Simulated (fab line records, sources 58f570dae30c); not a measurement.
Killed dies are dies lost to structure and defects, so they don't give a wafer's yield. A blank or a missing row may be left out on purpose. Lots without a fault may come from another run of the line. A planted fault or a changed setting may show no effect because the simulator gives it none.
One fault seen from 2 desks | flow berkeley_cmos170 | each desk has only its own numbers; what lay behind them comes last

THE METROLOGY DESK
What the gauges read, lot by lot, whatever tool the lot ran on: means of the sampled wafers that have a number. A lot is out of limits, marked OUT, if its mean lies more than 4 standard deviations from the usual mean; the brackets give that distance.
Columns: A = cd_nm at UCB170_V1_CD_MEAS_90, usual 699.4 nm; B = M2_AL_RS at UCB170_M2_RS_MEAS_02, usual 0.03219 ohm/sq; C = M2_AL_THK at UCB170_M2_THK_MEAS_03, usual 897 nm; D = cd_nm at UCB170_M2_CD_MEAS_15, usual 700.0 nm; E = M2_OVL at UCB170_M2_OVL_MEAS_16, usual 1 nm
lot  | first seen here | A     | B       | C   | D     | E
L429 | day 9 20:10     | 699.1 | 0.03202 | 898 | 699.2 | 4
L432 | day 10 13:41    | 700.9 | 0.03256 | 888 | 702.3 | 2
L434 | day 10 13:57    | 701.6 | 0.03188 | 893 | 699.6 | 1
L441 | day 11 19:01    | 701.8 | 0.03171 | 905 | 696.1 | -6
L444 | day 12 19:08    | 699.6 | 0.03211 | 910 | 699.9 | 1
L447 | day 13 00:44    | 699.3 | 0.03211 | 915 | 701.1 | 2
This desk's finding: nothing out of limits on any of the 6 lots.

THE TOOL OWNER'S DESK: litho_track-04
The tool's own readings at UCB170_M2_SOFTBAKE_11 (time 60 s): means of the sampled wafers that have a number, for each lot that ran on this tool. A lot is out of limits, marked OUT, if its mean lies more than 4 standard deviations from the usual mean; the brackets give that distance.
Columns: A = run_length_s at UCB170_M2_SOFTBAKE_11, usual 89.15 s
lot  | first seen here | A
L432 | day 10 16:00    | 88.98
L441 | day 11 20:00    | 115.80 (+99 or more) OUT
L444 | day 12 20:00    | 115.76 (+99 or more) OUT
This desk's finding: out of limits on L441, L444; first on L441, day 11 20:00 (run_length_s at UCB170_M2_SOFTBAKE_11). In limits: L432.

PUT TOGETHER
The tool owner's desk could have raised an alarm at day 11 20:00, on L441, L444.
The metrology desk saw nothing out of limits.
The metrology desk has L441, L444 on record, within its limits.
Of the lots named, all ran UCB170_M2_SOFTBAKE_11 on litho_track-04.

WHAT THE SIMULATOR HAD PUT IN
Process parameter drift: litho_track-04, from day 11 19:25 on, at UCB170_M2_SOFTBAKE_11. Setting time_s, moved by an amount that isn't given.
Lots struck among those shown: L441, L444.
Hours from the fault's start to each desk's first reading out of limits: the tool owner's desk, 1.
